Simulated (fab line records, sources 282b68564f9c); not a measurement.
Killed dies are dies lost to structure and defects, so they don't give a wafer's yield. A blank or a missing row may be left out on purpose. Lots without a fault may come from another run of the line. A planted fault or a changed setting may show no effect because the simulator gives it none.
fab line records | flow rit_cmos
record lots=6 wafers=18 last_day=7
route steps=202 shown PSD@144 SDANNEAL@153 NSD@158 PLDD@159 NLDD@160 M1@202
lots that met no fault: from a run of the same line without faults
start_h: hours from the record's first day to the start of the lot's first wafer shown | wait_h: hours since the lot's step before | " the same as in the row above | L1.1+2: a row that stands for several wafers | - no value, or no start given | * or withheld: withheld | < > ~ a bound
route shown NAME@n: a module of which the file shows steps, and the number in the route of the first | usual: mean/standard deviation of fault-free wafers | same: alike in all rows | chamber/n: place in a boat | sites: the reading at each site | _std_site: their standard deviation | _edge_site: outer sites' mean less inner sites' | radius_mm: how far each site lies from the wafer's centre | mask NAME#n: copy n | behind: the tool/chamber that last shaped the wafer | hold: why the lot was held/for how many hours/how that ended | device: the transistor (n, p or np) that didn't switch | end of line: the same wafers' tests at the end of the route | a step without rows: its recipe alone | killed: dies lost to structure and defects at the first sort, not the wafer's yield | map: a wafer's dies, x killed, . not, _ none there
set.NAME: the setting as run; set.NAME@STEP: as run at that earlier step | model.NAME: the simulator's own value behind a step, which no gauge read
lots at some steps of the route; a table a step, a row a wafer
services: from which hour (start_h, from the record's first day; less than 0 if before it) a tool's chamber was out of use, for how many hours, and why
## steps
# step RIT_PSD_SOFTBAKE_02
# recipe resist=NOVOLAK temp_c=90 time_s=60
# step RIT_PSD_EXPOSE_03
# recipe mask_id=M10 na=0.57 target_cd_nm=40900 dose_mj=250
# step RIT_PSD_PEB_04
# recipe resist=NOVOLAK temp_c=withheld time_s=withheld
# step RIT_PSD_DEVELOP_05
# recipe resist=NOVOLAK develop_time_s=50 dev_temp_c=23
# step RIT_PSD_OVL_MEAS_06
# usual PSD_OVL=0.7/1.4
# columns lot.wafer tool chamber start_h wait_h PSD_OVL[nm]
L847.1 overlay-01 - 53.83 - 1.6
L847.2 " - " " 1.8
L847.5 " - " " 0.9
L857.1 overlay-02 - 104.05 - 1.5
L857.4 " - " " -0.2
L857.6 " - " " 1.2
L859.3 overlay-02 - 113.81 - -1.2
L859.4 " - " " 0.0
L859.5 " - " " 1.1
L860.4 overlay-02 - 115.86 - 4.0
L860.5 " - " " 4.2
L860.6 " - " " 4.8
L866.1 overlay-01 - 148.05 - 0.8
L866.4 " - " " 0.7
L866.5 " - " " 0.3
L869.2 overlay-01 - 164.23 - -1.6
L869.5 " - " " 0.3
L869.6 " - " " -0.9
# step RIT_PSD_HARDBAKE_07
# recipe resist=NOVOLAK temp_c=140 time_s=60
# step RIT_PSD_IMPLANT_08
# recipe species=BF2 energy_kev=27 dose_cm2=5e+15 tilt_deg=7
# step RIT_PSD_STRIP_09
# recipe chemistry=O2 time_s=180 resist=NOVOLAK platen_temp_c=withheld power_w=500 pressure_mtorr=4000 o2_flow_sccm=4000
# usual drypump_motor_current_A=5.6/0.34
# columns lot.wafer tool chamber start_h wait_h drypump_motor_current_A rf_hours_counter_h
L847.1 plasma_asher-02 0 54.16 0.1 5.7 41
L847.2 " 1 " " 5.9 41
L847.5 " 1 " " 5.9 -
L857.1 plasma_asher-01 1 104.38 0.1 5.6 46
L857.4 " 1 " " 5.6 -
L857.6 " 1 " " 5.6 -
L859.3 plasma_asher-04 1 114.19 0.1 5.5 -
L859.4 " 0 " " 5.0 -
L859.5 " 0 " " 5.0 -
L860.4 plasma_asher-04 1 116.23 0.1 5.5 -
L860.5 " 1 " " 5.5 -
L860.6 " 0 " " 5.0 -
L866.1 plasma_asher-02 1 148.47 0.1 5.9 52
L866.4 " 0 " " 5.8 -
L866.5 " 0 " " 5.7 -
L869.2 plasma_asher-02 1 164.56 0.1 5.9 53
L869.5 " 0 " " 5.7 -
L869.6 " 1 " " 5.9 -
# step RIT_PSD_TW_MEAS_10
# usual PSD_TW=3406/29
# columns lot.wafer tool chamber start_h wait_h PSD_TW
L847.1 film_metro-03 - 54.34 0.1 3400
L847.2 " - " " 3387
L847.5 " - " " 3399
L857.1 film_metro-03 - 104.56 0.1 3373
L857.4 " - " " 3373
L857.6 " - " " 3355
L859.3 film_metro-03 - 114.33 0.1 3363
L859.4 " - " " 3370
L859.5 " - " " 3383
L860.4 film_metro-03 - 116.38 0.1 3367
L860.5 " - " " 3386
L860.6 " - " " 3353
L866.1 film_metro-03 - 148.65 0.1 3372
L866.4 " - " " 3374
L866.5 " - " " 3382
L869.2 film_metro-04 - 164.75 0.1 3426
L869.5 " - " " 3405
L869.6 " - " " 3408
# step RIT_SDANNEAL_CLEAN_00
# recipe chemistry=SC1 mix=3:3:50 time_s=600 temp_c=73.85
# step RIT_SDANNEAL_CLEAN_01
# recipe chemistry=dHF dilution=50:1 time_s=30
# step RIT_SDANNEAL_CLEAN_02
# recipe chemistry=SC2 mix=3:3:50 time_s=600 temp_c=75 dry=n2_spin
# step RIT_SDANNEAL_RTA_03
# recipe temp_c=1050 time_s=5 idle_temp_c=600 ramp_up_c_per_s=342 ramp_down_c_per_s=171 cool_to_c=600 ambient=N2
# usual wafer_temp_C_max=1053.5/1.1
# columns lot.wafer tool chamber start_h wait_h wafer_temp_C_max
L847.1 rtp_anneal-01 0 54.77 0.0 1053.2
L847.2 " 0 " " 1052.7
L847.5 " 0 " " 1051.5
L857.1 rtp_anneal-01 0 104.98 0.0 1033.5
L857.4 " 0 " " 1031.6
L857.6 " 0 " " 1033.1
L859.3 rtp_anneal-01 0 114.82 0.0 1032.6
L859.4 " 0 " " 1032.9
L859.5 " 0 " " 1034.1
L860.4 rtp_anneal-02 0 116.80 0.0 1054.9
L860.5 " 0 " " 1051.5
L860.6 " 0 " " 1052.4
L866.1 rtp_anneal-02 0 149.28 0.0 1052.9
L866.4 " 0 " " 1052.9
L866.5 " 0 " " 1053.2
L869.2 rtp_anneal-02 0 165.28 0.0 1051.9
L869.5 " 0 " " 1052.5
L869.6 " 0 " " 1053.0
# step RIT_SDANNEAL_RS_MEAS_04
# recipe thk_meas_gauge=four-point-probe
# usual PSD_RS=115.9/0.33
# columns lot.wafer tool chamber start_h wait_h PSD_RS[ohm/sq]
L847.1 film_metro-04 - 54.83 0.0 116.0
L847.2 " - " " 115.5
L847.5 " - " " 115.6
L857.1 film_metro-03 - 105.04 0.0 130.5
L857.4 " - " " 130.7
L857.6 " - " " 130.4
L859.3 film_metro-03 - 114.90 0.1 129.8
L859.4 " - " " 130.3
L859.5 " - " " 130.4
L860.4 film_metro-04 - 116.89 0.1 115.9
L860.5 " - " " 115.7
L860.6 " - " " 115.7
L866.1 film_metro-03 - 149.34 0.0 116.3
L866.4 " - " " 116.0
L866.5 " - " " 116.0
L869.2 film_metro-04 - 165.35 0.1 115.9
L869.5 " - " " 115.9
L869.6 " - " " 115.7
# step RIT_SDANNEAL_RS_MEAS_05
# recipe thk_meas_gauge=four-point-probe
# usual NSD_RS=84.7/0.31
# columns lot.wafer tool chamber start_h wait_h NSD_RS[ohm/sq]
L847.1 film_metro-04 - 54.95 0.1 84.5
L847.2 " - " " 84.5
L847.5 " - " " 84.7
L857.1 film_metro-03 - 105.16 0.1 85.5
L857.4 " - " " 85.5
L857.6 " - " " 85.7
L859.3 film_metro-03 - 115.02 0.1 85.3
L859.4 " - " " 85.5
L859.5 " - " " 85.2
L860.4 film_metro-04 - 117.01 0.1 84.7
L860.5 " - " " 84.5
L860.6 " - " " 84.5
L866.1 film_metro-03 - 149.46 0.1 84.5
L866.4 " - " " 84.7
L866.5 " - " " 84.7
L869.2 film_metro-04 - 165.47 0.1 85.3
L869.5 " - " " 84.9
L869.6 " - " " 84.9
# step RIT_SDANNEAL_RS_MEAS_06
# recipe thk_meas_gauge=four-point-probe
# usual PLDD_RS=178.7/0.54
# columns lot.wafer tool chamber start_h wait_h PLDD_RS[ohm/sq]
L847.1 film_metro-04 - 55.07 0.1 178.5
L847.2 " - " " 177.5
L847.5 " - " " 177.7
L857.1 film_metro-03 - 105.28 0.1 194.7
L857.4 " - " " 195.7
L857.6 " - " " 194.8
L859.3 film_metro-03 - 115.14 0.1 193.9
L859.4 " - " " 194.4
L859.5 " - " " 194.7
L860.4 film_metro-04 - 117.13 0.1 177.7
L860.5 " - " " 178.0
L860.6 " - " " 178.4
L866.1 film_metro-03 - 149.58 0.1 179.2
L866.4 " - " " 178.7
L866.5 " - " " 179.3
L869.2 film_metro-04 - 165.59 0.1 178.6
L869.5 " - " " 178.5
L869.6 " - " " 178.5
# step RIT_SDANNEAL_RS_MEAS_07
# recipe thk_meas_gauge=four-point-probe
# usual NLDD_RS=152.1/0.54
# columns lot.wafer tool chamber start_h wait_h NLDD_RS[ohm/sq]
L847.1 film_metro-04 - 55.19 0.1 150.5
L847.2 " - " " 151.0
L847.5 " - " " 151.1
L857.1 film_metro-03 - 105.40 0.1 153.8
L857.4 " - " " 152.9
L857.6 " - " " 153.3
L859.3 film_metro-03 - 115.26 0.1 152.2
L859.4 " - " " 152.5
L859.5 " - " " 152.1
L860.4 film_metro-04 - 117.25 0.1 151.6
L860.5 " - " " 152.1
L860.6 " - " " 151.7
L866.1 film_metro-03 - 149.70 0.1 152.4
L866.4 " - " " 152.3
L866.5 " - " " 151.8
L869.2 film_metro-04 - 165.71 0.1 152.1
L869.5 " - " " 151.3
L869.6 " - " " 152.6
# step RIT_M1_PROBE_99
# usual killed_at_contacts=0.1/0.31 killed_at_front_end=8/3.1 killed_dies=8/3.2 killed_open=3.9/2.2 killed_short=3.8/2.1
# same gross_dies=264 killed_at_M0_to_M3=0 killed_at_M4_up=0 killed_at_back_side=0 killed_at_other=0
# columns lot.wafer tool chamber start_h wait_h killed_at_contacts killed_at_front_end killed_dies killed_open killed_short model.etest.pmos_turned.r_on_ohm_um model.etest.pmos_0p3.r_on_ohm_um model.etest.pmos_0p15.r_on_ohm_um model.etest.pmos_turned.drive_ua_um model.etest.pmos_0p15.drive_ua_um model.etest.contact_pplus.end_ohm_um model.etest.pmos_narrow.drive_ua_um model.etest.pmos_0p3.drive_ua_um
L847.1 prober-02 - 62.30 0.1 0 10 10 6 4 3434 6471 2755 189.6 254.1 43.16 100 95.9
L847.2 prober-02 - 62.35 0.1 0 5 5 3 2 3449 6454 2792 186.7 253.4 43.77 99.27 95.94
L847.5 prober-02 - 62.50 0.2 0 10 10 5 5 3549 6534 2863 181.1 242.2 42.64 99.4 95.36
L857.1 prober-02 - 112.75 0.1 0 0 0 0 0 3860 6593 3022 159.6 230 51.07 96.76 95.73
L857.4 prober-02 - 112.90 0.2 0 7 7 4 3 3899 6591 3068 158.1 227.6 52.24 95.05 95.49
L857.6 prober-02 - 113.00 0.2 0 8 8 4 4 3783 6419 3028 164.7 234.4 50.96 98.47 98.75
L859.3 prober-02 - 122.51 0.2 0 9 9 4 5 3963 6666 3094 154.6 227.4 52.95 95.72 95.29
L859.4 prober-02 - 122.56 0.2 0 6 6 4 2 4040 6682 3152 150.1 224 50.19 94.68 94.95
L859.5 prober-02 - 122.61 0.2 1 13 14 6 8 4015 6592 3095 153.5 227.9 50.15 96.05 97.06
L860.4 prober-01 - 124.39 0.2 0 2 2 1 1 3382 6257 2787 195.3 254.8 42.94 106 102.3
L860.5 prober-01 - 124.44 0.2 0 12 12 7 5 3399 6385 2777 194.5 253.2 43.13 101.9 98.67
L860.6 prober-01 - 124.49 0.2 0 6 6 4 2 3394 6312 2778 192.6 253.5 43.38 103.3 100.8
L866.1 prober-01 - 156.98 0.1 0 3 3 1 2 3330 6318 2724 196.7 256.9 44.11 101.1 98.75
L866.4 prober-01 - 157.13 0.2 0 9 9 5 4 3355 6362 2722 196 257.4 43.63 101.8 98.98
L866.5 prober-01 - 157.18 0.2 0 12 12 2 10 3320 6336 2755 198 256.9 43.19 103.1 100.2
L869.2 prober-02 - 172.85 0.1 0 5 5 4 1 3551 6447 2840 180.2 245.7 46.33 99.69 96.98
L869.5 prober-02 - 173.00 0.2 0 6 6 2 4 3628 6430 2892 174.9 241.7 45.86 101.7 97.11
L869.6 prober-02 - 173.05 0.2 0 6 6 3 3 3602 6464 2926 176.1 241 47.3 100.4 96.02
# killed by level:class
L847.1 GATE:geometric_particle:open=2 SPACER:geometric_particle:open=2 FOX1:geometric_particle:open=1 FOX1:geometric_particle:short=1 FOX2:geometric_particle:short=1 REOX:geometric_particle:short=1 REOX:geometric_particle:open=1 SILICIDE:geometric_particle:short=1
L847.2 SILICIDE:geometric_particle:open=3 FOX1:geometric_particle:short=1 FOX2:geometric_particle:short=1
L847.5 FOX1:geometric_particle:short=3 FOX2:geometric_particle:open=3 FOX2:geometric_particle:short=2 GATE:geometric_particle:open=2
L857.1
L857.4 SPACER:geometric_particle:open=2 FOX1:geometric_particle:short=1 FOX1:geometric_particle:open=1 GATE:geometric_particle:short=1 SPACER:geometric_particle:short=1 SILICIDE:geometric_particle:open=1
L857.6 FOX1:geometric_particle:short=2 SPACER:geometric_particle:open=2 FOX1:geometric_particle:open=1 GATE:geometric_particle:short=1 GATE:geometric_particle:open=1 SPACER:geometric_particle:short=1
L859.3 SPACER:geometric_particle:short=4 GATE:geometric_particle:open=2 SILICIDE:geometric_particle:open=2 GATE:geometric_particle:short=1
L859.4 GATE:geometric_particle:open=2 REOX:geometric_particle:open=1 REOX:geometric_particle:short=1 SPACER:geometric_particle:short=1 SILICIDE:geometric_particle:open=1
L859.5 FOX2:geometric_particle:short=3 FOX2:geometric_particle:open=2 GATE:geometric_particle:short=2 GATE:geometric_particle:open=2 SILICIDE:geometric_particle:open=2 FOX1:geometric_particle:short=1 SPACER:geometric_particle:short=1 CONTACT:geometric_particle:short=1
L860.4 GATE:geometric_particle:open=1 REOX:geometric_particle:short=1
L860.5 REOX:geometric_particle:short=3 GATE:geometric_particle:open=2 REOX:geometric_particle:open=2 SILICIDE:geometric_particle:short=2 FOX1:geometric_particle:open=1 FOX2:geometric_particle:open=1 SILICIDE:geometric_particle:open=1
L860.6 GATE:geometric_particle:open=4 GATE:geometric_particle:short=1 SILICIDE:geometric_particle:short=1
L866.1 FOX1:geometric_particle:open=1 FOX1:geometric_particle:short=1 SPACER:geometric_particle:short=1
L866.4 GATE:geometric_particle:open=3 SPACER:geometric_particle:short=2 FOX1:geometric_particle:open=1 FOX1:geometric_particle:short=1 GATE:geometric_particle:short=1 SPACER:geometric_particle:open=1
L866.5 GATE:geometric_particle:short=6 FOX1:geometric_particle:short=2 FOX2:geometric_particle:short=1 FOX2:geometric_particle:open=1 GATE:geometric_particle:open=1 SPACER:geometric_particle:short=1
L869.2 FOX1:geometric_particle:open=2 ACTIVE:geometric_particle:short=1 FOX2:geometric_particle:open=1 REOX:geometric_particle:open=1
L869.5 SPACER:geometric_particle:short=3 FOX1:geometric_particle:short=1 FOX2:geometric_particle:open=1 SPACER:geometric_particle:open=1
L869.6 FOX1:geometric_particle:short=2 SPACER:geometric_particle:open=2 REOX:geometric_particle:open=1 REOX:geometric_particle:short=1
## services
# columns tool chamber start_h hours kind
rtp_anneal-01 - 42.32 9.4 pm
plasma_asher-01 - 55.06 1.2 repair
plasma_asher-02 - 72.75 2.8 pm
plasma_asher-01 - 108.90 9.0 pm
plasma_asher-01 0 108.90 9.0 vent_cycle
plasma_asher-01 1 108.90 9.0 vent_cycle
plasma_asher-01 0 117.90 - clean
plasma_asher-01 1 117.90 - clean
plasma_asher-04 - 132.08 5.2 repair
## key
first_sign step=RIT_SDANNEAL_RTA_03 reading=wafer_temp_C_max direction=down sigmas=18 usual=* struck=*
effect step=RIT_SDANNEAL_RS_MEAS_04 reading=PSD_RS direction=up sigmas=44 usual=115.9 struck=130.4
effect step=RIT_SDANNEAL_RS_MEAS_05 reading=NSD_RS direction=up sigmas=2.5 usual=84.7 struck=85.5
effect step=RIT_SDANNEAL_RS_MEAS_06 reading=PLDD_RS direction=up sigmas=30 usual=178.7 struck=194.7
model_effect step=RIT_M1_PROBE_99 value=etest.pmos_turned.r_on_ohm_um without=3445 struck=3927
met_at RIT_SDANNEAL_RTA_03
struck_wafers L857.1,L857.4,L857.6,L859.3,L859.4,L859.5
tester_left_out L857,L859
onset_between 54.77 104.98
fault kind=process_parameter_drift tool=rtp_anneal-01 chamber=- onset_h=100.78 steps=RIT_SDANNEAL_RTA_03 channel=temp_c offset=* shape=step end_h=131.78 acts_in=* stated=*
# tester_left_out: of these lots the tester's yield and bins aren't shown, on N5 and GAA mostly nor the transistor test; their killed dies are dies lost to structure and defects alone, not to doping, threshold or leakage, so they don't give the yield
